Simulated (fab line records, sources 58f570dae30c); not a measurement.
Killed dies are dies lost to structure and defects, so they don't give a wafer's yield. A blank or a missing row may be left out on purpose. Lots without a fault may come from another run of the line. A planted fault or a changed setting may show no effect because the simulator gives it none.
Which tool did it? | flow berkeley_cmos170 | 13 lots, 39 wafers sampled, at 5 steps of a route of 331

WHAT THE GAUGES READ, wafer by wafer
UCB170_M1_CD_MEAS_90: target cd 700 nm.
lot  | measured     | on        | cd_nm (nm)
L998 | day 7 01:48  | cd_sem-02 | 704 704 696
L997 | day 7 02:59  | cd_sem-02 | 697 697 701
L999 | day 7 04:14  | cd_sem-02 | 694 693 701
L101 | day 7 15:05  | cd_sem-02 | 694 695 695
L103 | day 8 10:04  | cd_sem-01 | 695 695 696
L106 | day 8 22:37  | cd_sem-02 | 715 700 714
L109 | day 9 09:55  | cd_sem-02 | 696 697 696
L113 | day 10 03:58 | cd_sem-02 | 698 697 698
L112 | day 10 04:11 | cd_sem-02 | 702 695 704
L115 | day 10 14:02 | cd_sem-02 | 696 696 697
L116 | day 10 14:32 | cd_sem-02 | 703 700 703
L118 | day 11 13:50 | cd_sem-02 | 702 703 703
L119 | day 11 14:09 | cd_sem-01 | 697 694 697

WHICH TOOL RAN EACH LOT (tool, then ch and the chambers of the sampled wafers, then the start)
lot  | UCB170_CONTACT_STRIP_06              | UCB170_CONTACT_STRIP_19              | UCB170_M1_METAL_ETCH_12           | UCB170_M1_STRIP_13
L998 | plasma_asher-01 ch 0,1, day 6 22:05  | plasma_asher-01 ch 0,1, day 6 23:53  | rie_metal-01 ch 0,1, day 7 01:33  | plasma_asher-02 ch 0,1, day 7 01:41
L997 | plasma_asher-04 ch 0, day 6 23:07    | plasma_asher-01 ch 0,1, day 7 00:53  | rie_metal-03 ch 0,1, day 7 02:41  | plasma_asher-01 ch 0,1, day 7 02:52
L999 | plasma_asher-04 ch 0,1, day 7 00:02  | plasma_asher-04 ch 0,1, day 7 01:50  | rie_metal-02 ch 0,1, day 7 04:00  | plasma_asher-01 ch 0,1, day 7 04:07
L101 | plasma_asher-04 ch 0,1, day 7 11:03  | plasma_asher-03 ch 0, day 7 13:09    | rie_metal-02 ch 0, day 7 14:50    | plasma_asher-03 ch 0, day 7 14:58
L103 | plasma_asher-01 ch 0, day 8 05:06    | plasma_asher-04 ch 0,1, day 8 07:14  | rie_metal-01 ch 0, day 8 09:49    | plasma_asher-03 ch 0, day 8 09:57
L106 | plasma_asher-01 ch 0,1, day 8 18:39  | plasma_asher-01 ch 0,1, day 8 20:20  | rie_metal-02 ch 0,1, day 8 22:22  | plasma_asher-02 ch 0,1, day 8 22:30
L109 | plasma_asher-04 ch 1, day 9 05:44    | plasma_asher-04 ch 0,1, day 9 07:34  | rie_metal-02 ch 0, day 9 09:35    | plasma_asher-03 ch 0,1, day 9 09:48
L113 | plasma_asher-01 ch 1, day 9 23:34    | plasma_asher-01 ch 0,1, day 10 01:40 | rie_metal-03 ch 0,1, day 10 03:43 | plasma_asher-03 ch 1, day 10 03:50
L112 | plasma_asher-04 ch 0,1, day 9 23:49  | plasma_asher-04 ch 0,1, day 10 01:46 | rie_metal-01 ch 0,1, day 10 03:58 | plasma_asher-01 ch 0,1, day 10 04:05
L115 | plasma_asher-01 ch 0,1, day 10 09:26 | plasma_asher-03 ch 0, day 10 11:04   | rie_metal-01 ch 0, day 10 13:47   | plasma_asher-02 ch 0,1, day 10 13:56
L116 | plasma_asher-01 ch 0,1, day 10 10:07 | plasma_asher-04 ch 0,1, day 10 12:29 | rie_metal-03 ch 0,1, day 10 14:19 | plasma_asher-01 ch 0,1, day 10 14:26
L118 | plasma_asher-04 ch 0,1, day 11 10:02 | plasma_asher-01 ch 0,1, day 11 11:48 | rie_metal-03 ch 0, day 11 13:36   | plasma_asher-02 ch 0,1, day 11 13:44
L119 | plasma_asher-01 ch 0,1, day 11 10:21 | plasma_asher-04 ch 1, day 11 12:06   | rie_metal-01 ch 0, day 11 13:54   | plasma_asher-01 ch 1, day 11 14:02
- UCB170_CONTACT_STRIP_06: strips in O2.
- UCB170_CONTACT_STRIP_19: strips in O2.
- UCB170_M1_METAL_ETCH_12: etches Al in Cl2/BCl3, stops on PSG, target depth 780 nm, time 130 s.
- UCB170_M1_STRIP_13: strips in O2.

WHAT THE TOOLS THEMSELVES READ (means of the sampled wafers that have a number; where no wafer has one, the mark that the record gives instead)
UCB170_CONTACT_STRIP_06.
lot  | tool            | drypump_motor_current_A (A) | oes_product_au (a.u.) | strip_time_to_endpoint_s (s)
L998 | plasma_asher-01 | 5.70                        | 0.734                 | 21.94
L997 | plasma_asher-04 | 5.46                        | 0.732                 | 22.02
L999 | plasma_asher-04 | 5.85                        | 0.736                 | 22.01
L101 | plasma_asher-04 | 5.64                        | 0.728                 | 21.93
L103 | plasma_asher-01 | 5.54                        | 0.734                 | 21.93
L106 | plasma_asher-01 | 5.67                        | 0.740                 | 22.01
L109 | plasma_asher-04 | 6.05                        | 0.727                 | 21.92
L113 | plasma_asher-01 | 5.95                        | 0.734                 | 21.97
L112 | plasma_asher-04 | 5.86                        | 0.734                 | 21.95
L115 | plasma_asher-01 | 5.82                        | 0.733                 | 21.98
L116 | plasma_asher-01 | 5.65                        | 0.733                 | 21.94
L118 | plasma_asher-04 | 5.67                        | 0.737                 | 22.05
L119 | plasma_asher-01 | 5.80                        | 0.733                 | 21.96

UCB170_CONTACT_STRIP_19.
lot  | tool            | drypump_motor_current_A (A) | oes_product_au (a.u.)
L998 | plasma_asher-01 | 5.83                        | 0.727
L997 | plasma_asher-01 | 5.66                        | 0.726
L999 | plasma_asher-04 | 5.66                        | 0.728
L101 | plasma_asher-03 | 5.81                        | 0.723
L103 | plasma_asher-04 | 5.65                        | 0.727
L106 | plasma_asher-01 | 5.68                        | 0.722
L109 | plasma_asher-04 | 5.84                        | 0.721
L113 | plasma_asher-01 | 5.84                        | 0.729
L112 | plasma_asher-04 | 5.64                        | 0.727
L115 | plasma_asher-03 | 5.81                        | 0.725
L116 | plasma_asher-04 | 5.68                        | 0.723
L118 | plasma_asher-01 | 5.66                        | 0.728
L119 | plasma_asher-04 | 6.06                        | 0.729

UCB170_M1_METAL_ETCH_12.
lot  | tool         | drypump_motor_current_A (A) | mfc_cl2_sccm (sccm) | oes_product_au (a.u.) | rf_fwd_power_W (W) | throttle_valve_pct (%)
L998 | rie_metal-01 | 5.58                        | 89.93               | 0.841                 | 596.2              | 24.17
L997 | rie_metal-03 | 5.86                        | 89.95               | 0.859                 | 595.2              | 24.44
L999 | rie_metal-02 | 5.79                        | 90.22               | 0.844                 | 593.4              | 24.75
L101 | rie_metal-02 | 6.02                        | 90.11               | 0.842                 | 594.2              | 24.80
L103 | rie_metal-01 | 5.77                        | 89.54               | 0.833                 | 598.1              | 24.54
L106 | rie_metal-02 | 5.58                        | 90.15               | 0.790                 | 434.5              | 24.73
L109 | rie_metal-02 | 6.03                        | 90.19               | 0.838                 | 598.2              | 24.81
L113 | rie_metal-03 | 6.06                        | 89.92               | 0.850                 | 598.3              | 24.38
L112 | rie_metal-01 | 5.58                        | 90.10               | 0.848                 | 596.4              | 24.18
L115 | rie_metal-01 | 5.76                        | 89.84               | 0.838                 | 598.0              | 24.54
L116 | rie_metal-03 | 5.85                        | 89.86               | 0.846                 | 594.3              | 24.38
L118 | rie_metal-03 | 5.66                        | 90.00               | 0.858                 | 595.5              | 24.38
L119 | rie_metal-01 | 5.77                        | 90.26               | 0.848                 | 595.6              | 24.53

UCB170_M1_STRIP_13.
lot  | tool            | drypump_motor_current_A (A) | oes_product_au (a.u.)
L998 | plasma_asher-02 | 5.3                         | 0.720
L997 | plasma_asher-01 | 5.8                         | 0.717
L999 | plasma_asher-01 | 5.7                         | 0.721
L101 | plasma_asher-03 | 5.8                         | 0.717
L103 | plasma_asher-03 | 5.8                         | 0.722
L106 | plasma_asher-02 | 5.5                         | 0.722
L109 | plasma_asher-03 | 5.6                         | 0.718
L113 | plasma_asher-03 | 5.2                         | 0.719
L112 | plasma_asher-01 | 5.8                         | 0.719
L115 | plasma_asher-02 | 5.6                         | 0.715
L116 | plasma_asher-01 | 5.7                         | 0.719
L118 | plasma_asher-02 | 5.5                         | 0.723
L119 | plasma_asher-01 | 6.0                         | 0.719

THE ANSWER, worked out from the rows above alone
Rule: what is usual is taken from the lots themselves. Put in order of their means at a reading, lots are off if they are a third of the lots or fewer, leave a main group of 4 or more, and stand apart from it by a gap of 3 or more times the standard deviation of the main group's means; of several such gaps the widest counts. A main group whose means are all the same, to the digits that the tables above print for the reading, isn't used. A lot without any number at a reading at which 4 lots or more have one is off too. The other lots that the step has rows for count as sound. The gauges are gone through in route order, then the tools' own readings, and for those a lot's mean is taken as printed above. The first step at which some lot is off is used, and at that step the reading that is off furthest; a lot without a number counts as furthest.
Off: L106, at UCB170_M1_METAL_ETCH_12 (rf_fwd_power_W). The main group: mean 596.1 W, standard deviation 1.6.
A tool fits if, at that step or a process step before it, it ran every lot that is off, and no sound lot after the first of them. None of those tried fits.

WHAT THE SIMULATOR HAD PUT IN
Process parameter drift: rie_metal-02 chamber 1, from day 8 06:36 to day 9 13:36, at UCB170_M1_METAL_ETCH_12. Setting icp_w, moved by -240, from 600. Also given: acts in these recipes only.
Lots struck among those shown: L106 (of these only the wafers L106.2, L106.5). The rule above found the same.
